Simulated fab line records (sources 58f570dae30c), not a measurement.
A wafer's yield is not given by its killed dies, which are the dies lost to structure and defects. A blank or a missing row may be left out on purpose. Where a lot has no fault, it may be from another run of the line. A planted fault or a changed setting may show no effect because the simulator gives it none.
The tool behind it: which one?    flow berkeley_cmos170    42 wafers from 14 lots sampled at 2 of the route's 331 steps

WHAT THE GAUGES READ, wafer by wafer
UCB170_FIELD_THK_MEAS_90.
lot   measured      on             FIELD_OXIDE_LEFT_1_THK (nm)
L587  day 5 18:59   film_metro-03  457 459 469
L588  day 5 18:59   film_metro-04  460 464 463
L589  day 6 08:07   film_metro-04  424 419 420
L590  day 6 08:10   film_metro-03  442 440 445
L592  day 6 15:26   film_metro-01  466 465 464
L593  day 6 15:28   film_metro-04  472 467 468
L598  day 8 07:28   film_metro-04  435 435 433
L601  day 8 14:20   film_metro-04  425 427 434
L606  day 9 01:35   film_metro-04  455 457 454
L603  day 9 01:35   film_metro-03  439 436 448
L605  day 9 01:38   film_metro-04  443 435 434
L607  day 9 18:29   film_metro-03  443 448 443
L608  day 9 18:29   film_metro-04  444 452 443
L609  day 10 00:49  film_metro-03  430 429 437

UCB170_FIELD_THK_MEAS_91.
lot   measured      on             FIELD_OXIDE_LEFT_2_THK (nm)
L587  day 6 15:20   film_metro-03  370 372 382
L588  day 6 15:08   film_metro-03  371 376 375
L589  day 7 14:43   film_metro-04  336 330 332
L590  day 7 15:02   film_metro-04  352 351 356
L592  day 7 15:32   film_metro-01  377 376 375
L593  day 7 14:46   film_metro-01  384 380 381
L598  day 9 04:19   film_metro-03  346 347 345
L601  day 9 09:31   film_metro-04  336 338 345
L606  day 9 19:23   film_metro-03  368 369 366
L603  day 9 18:38   film_metro-03  351 348 360
L605  day 9 19:55   film_metro-01  355 347 345
L607  day 10 11:08  film_metro-03  355 360 355
L608  day 10 11:05  film_metro-04  355 363 355
L609  day 10 21:53  film_metro-04  341 341 349

EACH LOT AND THE TOOL THAT RAN IT (in order: tool; ch and the chambers of the sampled wafers; start)
The record shows no process step preceding these readings.

WHAT THE TOOLS THEMSELVES READ (means of the sampled wafers that have a number; where no wafer has one, the mark that the record gives instead)
The record holds no such reading with a usual standard deviation.

THE ANSWER, worked out from the rows above alone
Rule: what is usual is taken from the lots themselves. Put in order of their means at a reading, lots are off if they are a third of the lots or fewer, leave a main group of 4 or more, and stand apart from it by a gap of 3 or more times the standard deviation of the main group's means; of several such gaps the widest counts. A main group is skipped when, at the precision printed for the reading in the tables above, its means are all equal. A lot without any number at a reading at which 4 lots or more have one is off too. The other lots that the step has rows for count as sound. The gauges are gone through in route order, then the tools' own readings, and for those a lot's mean is taken as printed above. The first step at which some lot is off is used, and at that step the reading that is off furthest; a lot without a number counts as furthest.
Nothing can be told from this: no lot is off at any reading shown.

WHAT THE SIMULATOR HAD PUT IN
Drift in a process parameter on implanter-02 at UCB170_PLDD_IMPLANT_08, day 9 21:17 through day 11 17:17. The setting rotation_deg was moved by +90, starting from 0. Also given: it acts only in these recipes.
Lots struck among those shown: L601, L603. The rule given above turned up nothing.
